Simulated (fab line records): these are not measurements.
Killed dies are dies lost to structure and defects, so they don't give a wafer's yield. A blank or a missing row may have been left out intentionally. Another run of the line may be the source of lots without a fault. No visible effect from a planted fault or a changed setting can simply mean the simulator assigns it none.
Split-lot study | flow berkeley-cmos170 | 23 wafers read across 5 lots, on a route 331 steps long

THE SPLIT
At UCB170_SDANNEAL_RTA_01 (time 5 s), the setting time-s was moved away from the recipe's 5 s on 8 of the 23 wafers read, by -12.8% to +6.6%. All remaining wafers had this setting at the recipe value.

SPLIT TO READING: what lies between them in the file, 1 step
- UCB170_SDANNEAL_RS_MEAS_02: measures by four-point-probe

THE READING
NSD_RS (ohm/sq), read at UCB170_SDANNEAL_RS_MEAS_03 with a four-point probe. Fault-free wafers of this fab line usually give 37.25 ohm/sq, standard deviation 0.064 ohm/sq.

wafer  | tool, chamber at the split | time-s as run, s | against the recipe | NSD_RS, ohm/sq | against lot-mates on the recipe
L075.1 | rtp-anneal-02, 0           | 5                | recipe             | 37.21          | -
L075.2 | rtp-anneal-02, 0           | 5.331            | +6.6%              | 36.98          | -0.21
L075.3 | rtp-anneal-02, 0           | 5                | recipe             | 37.17          | -
L075.5 | rtp-anneal-02, 0           | 5.331            | +6.6%              | 36.95          | -0.24
L075.6 | rtp-anneal-02, 0           | 5.331            | +6.6%              | 37.00          | -0.19
L076.2 | rtp-anneal-01, 0           | 5                | recipe             | 37.30          | -
L076.4 | rtp-anneal-01, 0           | 5                | recipe             | 37.21          | -
L076.5 | rtp-anneal-01, 0           | 5                | recipe             | 37.23          | -
L077.1 | rtp-anneal-02, 0           | 5                | recipe             | 37.25          | -
L077.2 | rtp-anneal-02, 0           | 5                | recipe             | 37.23          | -
L077.3 | rtp-anneal-02, 0           | 5                | recipe             | 37.17          | -
L077.4 | rtp-anneal-02, 0           | 5                | recipe             | 37.21          | -
L077.6 | rtp-anneal-02, 0           | 5                | recipe             | 37.31          | -
L078.1 | rtp-anneal-01, 0           | 4.362            | -12.8%             | 37.74          | +0.45
L078.2 | rtp-anneal-01, 0           | 4.362            | -12.8%             | 37.75          | +0.46
L078.3 | rtp-anneal-01, 0           | 4.362            | -12.8%             | 37.71          | +0.42
L078.5 | rtp-anneal-01, 0           | 5                | recipe             | 37.29          | -
L078.6 | rtp-anneal-01, 0           | 5                | recipe             | 37.29          | -
L083.1 | rtp-anneal-02, 0           | 5                | recipe             | 37.31          | -
L083.2 | rtp-anneal-02, 0           | 4.616            | -7.7%              | 37.61          | +0.32
L083.4 | rtp-anneal-02, 0           | 5                | recipe             | 37.25          | -
L083.5 | rtp-anneal-02, 0           | 4.616            | -7.7%              | 37.53          | +0.24
L083.6 | rtp-anneal-02, 0           | 5                | recipe             | 37.32          | -

FIT RESULTS
A straight line over all 23 wafers: NSD_RS changes by -0.0392 ohm/sq for each +1% of time-s; r = -0.98; the points scatter about the line by 0.046 ohm/sq.
The same after taking each lot's own level away (the mean of its wafers on the recipe; 23 wafers): -0.0343 ohm/sq for each +1%; r = -0.99; scatter 0.034 ohm/sq.
On that fit, the largest move of time-s shifts the reading by 0.44 ohm/sq.
The span of the lots' own levels, 37.190 to 37.293 ohm/sq, comes to 1.6 times the standard deviation stated above.
Hence the slope depends on the lot-to-lot level, as the two fits are not the same.
Check: for one of the wafers moved furthest among these (-12.8%), held out of the fit, the line's prediction against its lot-mates is +0.439 ohm/sq. It came out at +0.45 ohm/sq against them.

OTHER SPLITS ON THESE WAFERS
Note: prior to the reading, these wafers also went through further splits. Each is held against what the fit with the lots' levels taken away leaves over:
other split on the same wafers    | wafers away from the commonest value | r with NSD_RS (lot level and that fit taken away)
UCB170_PLDD_COAT_01 resist-thk-nm | 10                                   | +0.07
UCB170_PSD_IMPLANT_08 energy-kev  | 8                                    | +0.07

THE WHOLE CHAIN: every reading that the file lists as answering this split, in the file's order
step                       | what it does                 | reading | change (the file's fit)             | r (the file's)
UCB170_SDANNEAL_RS_MEAS_02 | measures by four-point-probe | PSD_RS  | -0.182 for each +1% of the setting  | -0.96
UCB170_SDANNEAL_RS_MEAS_03 | measures by four-point-probe | NSD_RS  | -0.0346 for each +1% of the setting | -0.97

THE FILE'S OWN FIT
NSD_RS changes by -0.0346 ohm/sq for each +1% of time-s, r = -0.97.
